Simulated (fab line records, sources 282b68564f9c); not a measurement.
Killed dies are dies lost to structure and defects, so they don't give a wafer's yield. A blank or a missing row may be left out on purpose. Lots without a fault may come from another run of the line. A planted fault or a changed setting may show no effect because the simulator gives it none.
A struck lot beside a sound one | flow rit_cmos | 16 steps out of a route of 202
Sound: wafers L227.1, L227.2, L227.6. Struck: wafers L238.1, L238.2, L238.3. The cause comes at the end.
At each step with rows: each side's tool, then ch and its chambers, then its first start. Under that, the readings that differ: sound wafers | struck wafers | difference of the means | sigmas: that difference in standard deviations of wafers without a fault.
alike: readings whose means differ by less than 2 such deviations, and words and numbers that are the same on both sides. not compared: withheld readings, readings that some wafer has no value for, bounds like >300 that may hide the same value, and numbers for which the record gives no deviation and whose values overlap.
The two part at a step that has a row with sigmas, a row that says differs or no value, or rows on one side only. Numbers that don't overlap but have no deviation are shown without sigmas and don't part them. A reading that every wafer of one side lacks parts them only if that side has two wafers or more.

RIT_PWELL_TW_MEAS_10:
  sound on film_metro-04, day 2 23:32; struck on film_metro-04, day 5 06:31
  alike: PWELL_TW
then, 1 step without rows for these wafers: RIT_WELLDRIVE_ANNEAL_00 (time 14700 s).
RIT_WELLDRIVE_RS_MEAS_01: measures by four-point-probe.
  sound on film_metro-02, day 3 05:01; struck on film_metro-02, day 5 12:19
  alike: NWELL_RS
RIT_WELLDRIVE_RS_MEAS_02: measures by four-point-probe.
  sound on film_metro-02, day 3 05:08; struck on film_metro-02, day 5 12:26
  alike: PWELL_RS
then, 6 steps without rows for these wafers: RIT_NRETRO_HMDS_00 (prime time 60 s); RIT_NRETRO_COAT_01 (resist thk 1300 nm); RIT_NRETRO_SOFTBAKE_02 (time 60 s); RIT_NRETRO_EXPOSE_03 (exposes mask M4, target cd 43900 nm); RIT_NRETRO_PEB_04; RIT_NRETRO_DEVELOP_05 (develop time 68 s).
RIT_NRETRO_OVL_MEAS_06:
  sound on overlay-01, day 3 06:15; struck on overlay-01, day 5 13:26
  alike: NRETRO_OVL
then, 1 step without rows for these wafers: RIT_NRETRO_HARDBAKE_07 (time 120 s).
RIT_NRETRO_IMPLANT_08:
  sound on implanter-04 ch 0, day 3 06:32; struck on implanter-03 ch 0, day 5 13:43
  reading                   | sound                | struck               | difference | sigmas
  beam_energy_keV           | 69.992 69.975 69.990 | 45.511 45.513 45.500 | -24.478    | -99 or more
  model.implant.rp_nm (nm)  | 83.66 83.66 83.66    | 55.72 55.72 55.72    | -27.94     |
  model.implant.drp_nm (nm) | 33.94 33.94 33.94    | 23.6 23.6 23.6       | -10.3      |
RIT_NRETRO_STRIP_09: strips in O2, time 180 s.
  sound on plasma_asher-04 ch 0,1, day 3 06:41; struck on plasma_asher-04 ch 0,1, day 5 13:52
  alike: chamber_pressure_mTorr, drypump_motor_current_A
  not compared: rf_hours_counter_h
RIT_NRETRO_TW_MEAS_10:
  sound on film_metro-04, day 3 06:52; struck on film_metro-02, day 5 14:16
  reading   | sound          | struck      | difference | sigmas
  NRETRO_TW | 1065 1066 1064 | 941 937 939 | -126       | -14
  not compared: hold
RIT_M1_PROBE_99:
  the record has rows for the struck wafers here (prober-01, day 6 21:07) and none for the sound ones

WHERE THEY PART
First at RIT_NRETRO_IMPLANT_08; last, within this record, at RIT_M1_PROBE_99.

WHY: what the simulator had put in
Process parameter drift: implanter-03, from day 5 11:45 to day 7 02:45, at RIT_NRETRO_IMPLANT_08. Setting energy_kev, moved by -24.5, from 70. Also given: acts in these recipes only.
